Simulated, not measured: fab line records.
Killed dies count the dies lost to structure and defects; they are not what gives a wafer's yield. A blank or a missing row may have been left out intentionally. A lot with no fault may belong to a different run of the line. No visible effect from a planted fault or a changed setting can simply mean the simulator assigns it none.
Comparing a struck lot with a sound one + flow berkeley cmos170 + 14 out of 331 route steps
Sound: the wafers L510.1, L510.3, L510.6. The struck wafers were L521.1, L521.2, L521.4. At the end, the cause is stated.
For every step that has rows: the tool of each side, followed by ch and its chambers, followed by its first start. Under that, the readings that differ: sound wafers + struck wafers + difference of the means + sigmas: that difference in standard deviations of wafers without a fault.
alike: readings whose means differ by less than 2 such deviations, and words and numbers that are the same on both sides. not compared: withheld readings, readings that some wafer has no value for, bounds like >300 that may hide the same value, and numbers for which the record gives no deviation and whose values overlap.
A row with sigmas, a row that says differs or no value, or rows on one side alone: a step with any of these is where the two part. When numbers do not overlap yet have no deviation, they are printed without sigmas and do not part them. Lack of a reading on every wafer of one side parts them only where that side has two or more wafers.

first, 4 steps without rows for these wafers: UCB170_NWELL_SOFTBAKE_08 (time 60 s); UCB170_NWELL_EXPOSE_09 (exposes mask NWELL, target cd 3000 nm); UCB170_NWELL_PEB_10; UCB170_NWELL_DEVELOP_11 (develop time 45 s).
UCB170_NWELL_OVL_MEAS_12:
  sound on overlay-02, day 3 13:36; struck on overlay-01, day 5 15:14
  alike: NWELL_OVL
UCB170_NWELL_ETCH_13: etches Si3N4 in CH3F/Ar/O2, stops on SiO2, target depth 246.4 nm, time 154 s.
  sound on rie diel-01 ch 0,1,3, day 3 13:38; struck on rie diel-01 ch 0,1,3, day 5 15:16
  alike: drypump motor current A, oes product au, throttle valve pct
  not compared: rf hours counter h
then, 1 step without rows for these wafers: UCB170_NWELL_IMPLANT_14.
UCB170_NWELL_STRIP_15: strips in O2.
  sound on plasma asher-02 ch 0, day 3 13:53; struck on plasma asher-03 ch 0,1, day 5 15:31
  alike: drypump motor current A, oes product au, strip time to endpoint s
  not compared: rf hours counter h
UCB170_NWELL_TW_MEAS_16:
  sound on film metro-02, day 3 13:59; struck on film metro-03, day 5 15:37
  alike: NWELL_TW
then, 3 steps without rows for these wafers: UCB170_NWELL_CLEAN_17 (cleans in SPM, time 600 s); UCB170_NWELL_WET_ETCH_18 (etches Si3N4 in H3PO4, time 14400 s); UCB170_NWELL_WET_ETCH_19 (etches SiO2 in BOE, time 22 s).
UCB170_PWELL_CLEAN_00: cleans in SPM, time 600 s.
  sound on wet bench-01 ch 1, day 3 21:32; struck on wet bench-02 ch 2, day 5 20:14
  no value came back on the struck wafers for bath guard temp C (C), bath heat duty pct (%); on the sound wafers bath guard temp C (C) reads 120.8 120.9 120.8
then, 1 step without rows for these wafers: UCB170_PWELL_CLEAN_01 (cleans in dHF, time 60 s).

== WHERE THEY PART ==
Within this record, at UCB170_PWELL_CLEAN_00 only.

WHY: the cause the simulator had injected
Whole step skipped at UCB170_PWELL_CLEAN_00 on wet bench-02, starting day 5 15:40. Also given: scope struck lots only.
